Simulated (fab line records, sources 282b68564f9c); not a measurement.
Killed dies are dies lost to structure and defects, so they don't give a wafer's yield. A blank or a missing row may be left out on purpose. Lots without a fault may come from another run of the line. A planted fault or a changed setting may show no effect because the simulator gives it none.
Which tool did it? | flow rit_cmos | 13 lots, 39 wafers sampled, at 1 step of a route of 202

WHAT THE GAUGES READ, wafer by wafer
The record holds no reading of a measuring or inspecting step that can be judged against a usual standard deviation.

WHICH TOOL RAN EACH LOT (tool, then ch and the chambers of the sampled wafers, then the start)
lot  | RIT_GATE_ETCH_19
L270 | rie_si-01 ch 0,3, day 2 14:40
L271 | rie_si-02 ch 0,1,3, day 2 18:40
L273 | rie_si-02 ch 0,1,2, day 3 04:04
L274 | rie_si-01 ch 0,2, day 3 10:06
L275 | rie_si-02 ch 0,2, day 3 14:58
L276 | rie_si-01 ch 1,2, day 3 19:22
L278 | rie_si-01 ch 1,2, day 4 04:24
L280 | rie_si-01 ch 1,3, day 4 18:33
L282 | rie_si-01 ch 0,1, day 5 02:16
L285 | rie_si-02 ch 0,2,3, day 5 15:40
L290 | rie_si-01 ch 1,2,3, day 6 16:22
L291 | rie_si-02 ch 0,1,3, day 6 23:23
L293 | rie_si-02 ch 1,2,3, day 7 08:20
- RIT_GATE_ETCH_19: etches poly-Si in SF6/CHF3/O2, stops on SiO2, time 165 s, target depth 312.5 nm.

WHAT THE TOOLS THEMSELVES READ (means of the sampled wafers that have a number; where no wafer has one, the mark that the record gives instead)
RIT_GATE_ETCH_19. Usual: drypump_motor_current_A 5.8 A, standard deviation 0.46; he_backside_leak_sccm 2.8 sccm, standard deviation 0.4; oes_product_au 0.848 a.u., standard deviation 0.015; run_length_s 193.2 s, standard deviation 0.6; throttle_valve_pct 10.29 %, standard deviation 0.16.
lot  | tool      | drypump_motor_current_A (A) | he_backside_leak_sccm (sccm) | oes_product_au (a.u.) | run_length_s (s) | throttle_valve_pct (%) | flag
L270 | rie_si-01 | 6.0                         | 2.9                          | 0.843                 | 193.2            | 10.32                  |
L271 | rie_si-02 | 5.9                         | 2.9                          | 0.859                 | 192.7            | 10.30                  |
L273 | rie_si-02 | 5.8                         | 2.9                          | 0.841                 | 192.8            | 10.25                  |
L274 | rie_si-01 | 5.6                         | 2.5                          | 0.844                 | 194.1            | 10.30                  |
L275 | rie_si-02 | 5.9                         | 2.9                          | 0.842                 | 192.9            | 10.21                  |
L276 | rie_si-01 | 5.3                         | 2.6                          | 0.863                 | 193.9            | 10.41                  |
L278 | rie_si-01 | 5.3                         | 2.6                          | 0.871                 | 194.0            | 10.42                  |
L280 | rie_si-01 | 5.7                         | 3.0                          | 0.863                 | 193.5            | 10.43                  |
L282 | rie_si-01 | 5.3                         | 2.7                          | 0.838                 | 193.4            | 10.24                  |
L285 | rie_si-02 | 6.0                         | 2.7                          | 0.846                 | 192.9            | 10.27                  |
L290 | rie_si-01 | 5.5                         | 2.8                          | 0.833                 | 201.4            | 10.42                  | OFF
L291 | rie_si-02 | 5.9                         | 2.7                          | 0.847                 | 192.8            | 10.29                  |
L293 | rie_si-02 | 6.2                         | 2.9                          | 0.839                 | 192.5            | 10.18                  |

THE ANSWER, worked out from the rows above alone
Rule: a lot is off if the mean of its wafers that have a number lies more than 3 standard deviations from the usual mean. A lot without any number at a reading at which 4 lots or more have one is off too. The other lots that the step has rows for count as sound. The gauges are gone through in route order, then the tools' own readings, and for those a lot's mean is taken as printed above. The first step at which some lot is off is used, and at that step the reading that is off furthest; a lot without a number counts as furthest.
Off: L290, at RIT_GATE_ETCH_19 (run_length_s).
A tool fits if, at that step or a process step before it, it ran every lot that is off, and no sound lot after the first of them. One fits: rie_si-01 at RIT_GATE_ETCH_19. Its last sound lot is L282 (day 5 02:16), its first lot that is off L290 (day 6 16:22): a fault that began between those two fits.
The tool's own readings at RIT_GATE_ETCH_19 bear it out: on the lots that are off they differ by more than 5 times the standard deviation of the sound lots' means. run_length_s reads 201.4 s there against 193.2 s on the sound lots.

WHAT THE SIMULATOR HAD PUT IN
Process parameter drift: rie_si-01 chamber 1, from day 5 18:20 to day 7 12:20, at RIT_GATE_ETCH_19. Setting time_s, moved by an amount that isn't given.
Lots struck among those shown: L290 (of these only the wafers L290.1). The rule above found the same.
